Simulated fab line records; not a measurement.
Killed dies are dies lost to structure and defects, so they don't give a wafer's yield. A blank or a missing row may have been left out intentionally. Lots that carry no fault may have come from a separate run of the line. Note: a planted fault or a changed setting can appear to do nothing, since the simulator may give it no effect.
fab line records -- flow berkeley_cmos170
[record] lots = 14, wafers = 42, last_day = 12
route steps=331 shown NLDD@166
lots that met no fault: from a run of the same line without faults
start_h: hours from the record's first day to the start of the lot's first wafer shown -- wait_h: hours elapsed since this lot's preceding step -- " as in the row above -- L1.1+2: one row covering several wafers at once -- - value missing, or start not given -- * or withheld: withheld -- < > ~ a bound
route shown NAME@n: a module of which the file shows steps, and the number in the route of the first -- usual: the fault-free wafers' mean and standard deviation -- same: alike in all rows -- chamber/n: place in a boat -- sites: each site's reading -- _std_site: the values' standard deviation -- _edge_site: mean of outer sites minus mean of inner sites -- radius_mm: for every site, how far away it sits from the centre of the wafer -- mask NAME#n: copy n -- behind: tool/chamber where the wafer was last shaped -- hold: cause of the lot's hold/its duration in hours/its outcome -- device: whichever transistor did not switch (one of n, p or np) -- end of line: at the end of the route, the tests of the same wafers -- for a step that has no rows: nothing shown but its recipe -- killed: at the first sort, the dies lost to defects and structure; wafer yield is something else -- map: a wafer's dies, marking killed ones x, the rest . and places with no die _
set.NAME: setting as actually run; set.NAME@STEP: the setting as run at that earlier step -- model.NAME: the simulator's own value behind a step, which no gauge read
one table for each step of the route and one row for each wafer, over a sample of lots
services: when a tool's chamber went out of use (start_h, in hours from the record's first day, below 0 if earlier), for how many hours, and the reason
[[steps]]
[step UCB170_NLDD_IMPLANT_08]
[recipe] species = As, dose_cm2 = 5e+13, energy_kev = 30, tilt_deg = 7, rotation_deg = 0
[usual] tilt_deg = 6.998/0.018
lot.wafer,tool,chamber,start_h,wait_h,tilt_deg
L246.3,implanter-04,0,137.30,0.1,6.998
L246.4,implanter-04,0,137.30,0.1,6.975
L246.6,implanter-04,0,137.30,0.1,6.970
L245.2,implanter-01,0,137.63,0.0,6.989
L245.3,implanter-01,0,137.63,0.0,7.014
L245.5,implanter-01,0,137.63,0.0,6.976
L249.1,implanter-01,0,158.44,0.0,6.988
L249.2,implanter-01,0,158.44,0.0,7.004
L249.3,implanter-01,0,158.44,0.0,7.023
L248.3,implanter-02,0,159.07,0.1,7.036
L248.4,implanter-02,0,159.07,0.1,6.986
L248.6,implanter-02,0,159.07,0.1,6.995
L250.1,implanter-04,0,164.82,0.0,7.040
L250.3,implanter-04,0,164.82,0.0,7.020
L250.5,implanter-04,0,164.82,0.0,7.012
L253.2,implanter-01,0,175.67,0.0,6.996
L253.3,implanter-01,0,175.67,0.0,6.958
L253.5,implanter-01,0,175.67,0.0,6.978
L251.1,implanter-04,0,176.42,0.0,7.008
L251.4,implanter-04,0,176.42,0.0,6.993
L251.6,implanter-04,0,176.42,0.0,7.011
L258.1,implanter-04,0,198.78,0.0,7.006
L258.4,implanter-04,0,198.78,0.0,6.999
L258.5,implanter-04,0,198.78,0.0,7.014
L256.1,implanter-02,0,199.06,0.0,5.312
L256.5,implanter-02,0,199.06,0.0,5.324
L256.6,implanter-02,0,199.06,0.0,5.325
L263.1,implanter-01,0,210.76,0.0,7.003
L263.4,implanter-01,0,210.76,0.0,6.995
L263.6,implanter-01,0,210.76,0.0,7.004
L262.3,implanter-01,0,211.36,0.1,7.027
L262.5,implanter-01,0,211.36,0.1,7.010
L262.6,implanter-01,0,211.36,0.1,6.998
L261.2,implanter-02,0,211.61,0.0,5.294
L261.5,implanter-02,0,211.61,0.0,5.280
L261.6,implanter-02,0,211.61,0.0,5.295
L264.2,implanter-01,0,227.40,0.0,7.019
L264.4,implanter-01,0,227.40,0.0,7.002
L264.5,implanter-01,0,227.40,0.0,6.999
L267.2,implanter-01,0,251.75,0.0,6.960
L267.3,implanter-01,0,251.75,0.0,6.988
L267.4,implanter-01,0,251.75,0.0,6.972
[step UCB170_SDANNEAL_RS_MEAS_05]
[recipe] thk_meas_gauge = four-point-probe
[usual] NLDD_RS = 616.6/1.4
lot.wafer,tool,chamber,start_h,wait_h,NLDD_RS[ohm/sq]
L246.3,film_metro-02,-,147.79,0.1,617.0
L246.4,film_metro-02,-,147.79,0.1,614.8
L246.6,film_metro-02,-,147.79,0.1,613.8
L245.2,film_metro-03,-,147.93,0.1,615.3
L245.3,film_metro-03,-,147.93,0.1,618.5
L245.5,film_metro-03,-,147.93,0.1,618.4
L248.3,film_metro-02,-,173.72,0.1,617.7
L248.4,film_metro-02,-,173.72,0.1,618.5
L248.6,film_metro-02,-,173.72,0.1,618.4
L249.1,film_metro-03,-,174.03,0.1,613.8
L249.2,film_metro-03,-,174.03,0.1,617.1
L249.3,film_metro-03,-,174.03,0.1,616.1
L250.1,film_metro-04,-,174.03,0.1,617.3
L250.3,film_metro-04,-,174.03,0.1,617.6
L250.5,film_metro-04,-,174.03,0.1,616.7
L251.1,film_metro-04,-,185.82,0.1,615.6
L251.4,film_metro-04,-,185.82,0.1,615.5
L251.6,film_metro-04,-,185.82,0.1,614.7
L253.2,film_metro-02,-,186.12,0.1,615.8
L253.3,film_metro-02,-,186.12,0.1,614.5
L253.5,film_metro-02,-,186.12,0.1,615.6
L258.1,film_metro-03,-,212.15,0.1,619.0
L258.4,film_metro-03,-,212.15,0.1,618.5
L258.5,film_metro-03,-,212.15,0.1,620.7
L256.1,film_metro-04,-,212.61,0.1,606.3
L256.5,film_metro-04,-,212.61,0.1,605.1
L256.6,film_metro-04,-,212.61,0.1,604.2
L263.1,film_metro-03,-,224.68,0.1,614.9
L263.4,film_metro-03,-,224.68,0.1,615.4
L263.6,film_metro-03,-,224.68,0.1,615.5
L262.3,film_metro-04,-,224.72,0.1,615.9
L262.5,film_metro-04,-,224.72,0.1,616.3
L262.6,film_metro-04,-,224.72,0.1,615.3
L261.2,film_metro-02,-,224.82,0.1,604.7
L261.5,film_metro-02,-,224.82,0.1,604.2
L261.6,film_metro-02,-,224.82,0.1,603.2
L264.2,film_metro-02,-,241.10,0.1,616.2
L264.4,film_metro-02,-,241.10,0.1,616.2
L264.5,film_metro-02,-,241.10,0.1,616.8
L267.2,film_metro-03,-,261.88,0.1,616.3
L267.3,film_metro-03,-,261.88,0.1,616.1
L267.4,film_metro-03,-,261.88,0.1,619.0
[[services]]
tool,chamber,start_h,hours,kind
implanter-01,-,128.81,3.7,pm
implanter-01,-,165.12,2.4,repair
implanter-02,-,190.64,6.3,repair
implanter-04,-,210.19,31.6,pm
implanter-04,-,241.83,1.7,pm
[[key]]
[first_sign] step = UCB170_NLDD_IMPLANT_08, reading = tilt_deg, direction = down, sigmas = 92, usual = 6.998, struck = 5.305
[effect] step = UCB170_SDANNEAL_RS_MEAS_05, reading = NLDD_RS, direction = down, sigmas = 8.5, usual = 616.6, struck = 604.6
met_at UCB170_NLDD_IMPLANT_08
struck_lots L256,L261
tester_left_out L256,L261
[loop_trim] step = UCB170_M3_EXPOSE_12, setting = dose, lots = L261
onset_between 159.07 199.06
[fault] kind = process_parameter_drift, tool = implanter-02, chamber = -, onset_h = 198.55, steps = UCB170_NLDD_IMPLANT_08, channel = tilt_deg, offset = -1.6787, shape = step, end_h = 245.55, acts_in = these_recipes_only, stated = 7
// tester_left_out: of these lots the tester's yield and bins aren't shown, on N5 and GAA mostly nor the transistor test; their killed dies are dies lost to structure and defects alone, not to doping, threshold or leakage, so they don't give the yield
// loop_trim: a control loop set the setting to another value than it would have without faults
